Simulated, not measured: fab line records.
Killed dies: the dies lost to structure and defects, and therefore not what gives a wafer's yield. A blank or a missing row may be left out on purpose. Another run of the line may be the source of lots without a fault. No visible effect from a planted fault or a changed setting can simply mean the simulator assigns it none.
Check for tools in common + flow berkeley cmos170 + 15 lots and 54 wafers in the sample

== WHY IT WAS OPENED ==
3 of 15 lots carry a flag on the reading M2_AL_RS at UCB170_M2_RS_MEAS_02. Wafers without a fault read 0.0323 ohm/sq, standard deviation 0.00039.
Rule: a lot is flagged when every wafer of it that has a number lies more than 4 standard deviations from that mean, or none has a number. As for the other lots, they are considered sound.

| lot  | measured     | on            | M2_AL_RS (ohm/sq), wafer by wafer         | flag    |
|------|--------------|---------------|-------------------------------------------|---------|
| L951 | day 7 10:10  | film metro-03 | 0.0322 0.0323 0.0325                      |         |
| L954 | day 7 21:53  | film metro-03 | 0.0162 0.0159 0.0160 0.0161 0.0159 0.0161 | FLAGGED |
| L953 | day 7 21:54  | film metro-01 | 0.0326 0.0325 0.0327                      |         |
| L956 | day 8 09:12  | film metro-03 | 0.0321 0.0324 0.0319                      |         |
| L955 | day 8 17:16  | film metro-04 | 0.0323 0.0322 0.0328                      |         |
| L960 | day 9 03:23  | film metro-01 | 0.0162 0.0159 0.0160 0.0162 0.0160 0.0160 | FLAGGED |
| L957 | day 9 03:59  | film metro-04 | 0.0161 0.0162 0.0160 0.0161 0.0161 0.0160 | FLAGGED |
| L963 | day 10 00:17 | film metro-03 | 0.0323 0.0320 0.0324                      |         |
| L965 | day 10 00:34 | film metro-01 | 0.0325 0.0323 0.0318                      |         |
| L966 | day 10 10:32 | film metro-01 | 0.0325 0.0324 0.0332                      |         |
| L967 | day 11 07:59 | film metro-03 | 0.0319 0.0325 0.0328                      |         |
| L968 | day 11 08:13 | film metro-04 | 0.0326 0.0327 0.0327                      |         |
| L971 | day 12 00:15 | film metro-04 | 0.0322 0.0324 0.0329                      |         |
| L969 | day 12 00:26 | film metro-01 | 0.0330 0.0324 0.0329                      |         |
| L972 | day 12 04:28 | film metro-01 | 0.0323 0.0321 0.0325                      |         |
The mean of the flagged lots' numbers is 0.0161 ohm/sq, -0.0162 ohm/sq from the usual (-42 standard deviations).

== LOT BY LOT: THE TOOL USED ==
Before the reading, the record contains 3 process steps out of a 331-step route. Read each cell as the tool, then ch plus the chambers that the sampled wafers visited, then the start.
| lot  | flag    | UCB170_M1_ETCH_11                  | UCB170_V1_ETCH_14                  | UCB170_M2_SPUTTER_01         |
|------|---------|------------------------------------|------------------------------------|------------------------------|
| L951 |         | rie diel-01 ch 0,2, day 7 04:09    | rie diel-03 ch 0,2,3, day 7 09:35  | pvd sputter-02, day 7 10:04  |
| L954 | FLAGGED | rie diel-04 ch 0,1, day 7 13:08    | rie diel-04 ch 0,2, day 7 20:41    | pvd sputter-03, day 7 21:33  |
| L953 |         | rie diel-04 ch 1,2,3, day 7 14:18  | rie diel-03 ch 0,1,2, day 7 20:55  | pvd sputter-02, day 7 21:47  |
| L956 |         | rie diel-03 ch 1,2, day 8 02:19    | rie diel-04 ch 1,2, day 8 08:39    | pvd sputter-03, day 8 09:07  |
| L955 |         | rie diel-01 ch 0,1,3, day 8 08:46  | rie diel-03 ch 0,1,3, day 8 16:43  | pvd sputter-01, day 8 17:10  |
| L960 | FLAGGED | rie diel-03 ch 1,3, day 8 20:41    | rie diel-03 ch 1,2,3, day 9 02:35  | pvd sputter-03, day 9 03:02  |
| L957 | FLAGGED | rie diel-03 ch 2,3, day 8 21:29    | rie diel-04 ch 1,2,3, day 9 03:11  | pvd sputter-02, day 9 03:39  |
| L963 |         | rie diel-01 ch 0,3, day 9 16:14    | rie diel-04 ch 0,1,2, day 9 23:44  | pvd sputter-02, day 10 00:12 |
| L965 |         | rie diel-03 ch 1,2, day 9 16:47    | rie diel-02 ch 0,2, day 9 23:58    | pvd sputter-03, day 10 00:26 |
| L966 |         | rie diel-01 ch 1,2,3, day 10 03:38 | rie diel-04 ch 0,3, day 10 09:59   | pvd sputter-02, day 10 10:28 |
| L967 |         | rie diel-01 ch 0,3, day 11 00:56   | rie diel-04 ch 0,1,2, day 11 07:22 | pvd sputter-03, day 11 07:50 |
| L968 |         | rie diel-04 ch 0,1,3, day 11 00:57 | rie diel-02 ch 0,1,2, day 11 07:39 | pvd sputter-02, day 11 08:07 |
| L971 |         | rie diel-04 ch 0,2,3, day 11 17:50 | rie diel-03 ch 1,2, day 11 23:42   | pvd sputter-01, day 12 00:10 |
| L969 |         | rie diel-01 ch 0,1,2, day 11 17:53 | rie diel-02 ch 2,3, day 11 23:53   | pvd sputter-03, day 12 00:22 |
| L972 |         | rie diel-04 ch 1,2, day 11 22:20   | rie diel-04 ch 0,2, day 12 03:55   | pvd sputter-03, day 12 04:22 |
What is done by these steps:
- UCB170_M1_ETCH_11: etches BARC in N2/H2.
- UCB170_V1_ETCH_14: etches SiO2 in CHF3/CF4/Ar, stops on Al, target depth 1250 nm, time 291 s.
- UCB170_M2_SPUTTER_01: material Al, target thk 900 nm, time 120 s.
- UCB170_M2_RS_MEAS_02: measures by four-point-probe.

== FLAGGED AGAINST TOTAL, ONE TOOL AT A TIME (gauges that did the reading follow at the end) ==
| step                 | tool           | lots run | flagged | share of the flagged lots | sound lots run after its first flagged lot |
|----------------------|----------------|----------|---------|---------------------------|--------------------------------------------|
| UCB170_M1_ETCH_11    | rie diel-01    | 6        | 0       | none                      | -                                          |
| UCB170_M1_ETCH_11    | rie diel-03    | 4        | 2       | some                      | 1 (L965)                                   |
| UCB170_M1_ETCH_11    | rie diel-04    | 5        | 1       | some                      | 4 (L953,L968,L971,L972)                    |
| UCB170_V1_ETCH_14    | rie diel-02    | 3        | 0       | none                      | -                                          |
| UCB170_V1_ETCH_14    | rie diel-03    | 5        | 1       | some                      | 1 (L971)                                   |
| UCB170_V1_ETCH_14    | rie diel-04    | 7        | 2       | some                      | 5 (L956,L963,L966,L967,L972)               |
| UCB170_M2_SPUTTER_01 | pvd sputter-01 | 2        | 0       | none                      | -                                          |
| UCB170_M2_SPUTTER_01 | pvd sputter-02 | 6        | 1       | some                      | 3 (L963,L966,L968)                         |
| UCB170_M2_SPUTTER_01 | pvd sputter-03 | 7        | 2       | some                      | 5 (L956,L965,L967,L969,L972)               |
| UCB170_M2_RS_MEAS_02 | film metro-01  | 6        | 1       | some                      | 4 (L965,L966,L969,L972)                    |
| UCB170_M2_RS_MEAS_02 | film metro-03  | 5        | 1       | some                      | 3 (L956,L963,L967)                         |
| UCB170_M2_RS_MEAS_02 | film metro-04  | 4        | 1       | some                      | 2 (L968,L971)                              |

== WHAT THE TABLE ALLOWS ==
No row of the table ran every flagged lot.

== WHAT HAD BEEN PUT IN BY THE SIMULATOR ==
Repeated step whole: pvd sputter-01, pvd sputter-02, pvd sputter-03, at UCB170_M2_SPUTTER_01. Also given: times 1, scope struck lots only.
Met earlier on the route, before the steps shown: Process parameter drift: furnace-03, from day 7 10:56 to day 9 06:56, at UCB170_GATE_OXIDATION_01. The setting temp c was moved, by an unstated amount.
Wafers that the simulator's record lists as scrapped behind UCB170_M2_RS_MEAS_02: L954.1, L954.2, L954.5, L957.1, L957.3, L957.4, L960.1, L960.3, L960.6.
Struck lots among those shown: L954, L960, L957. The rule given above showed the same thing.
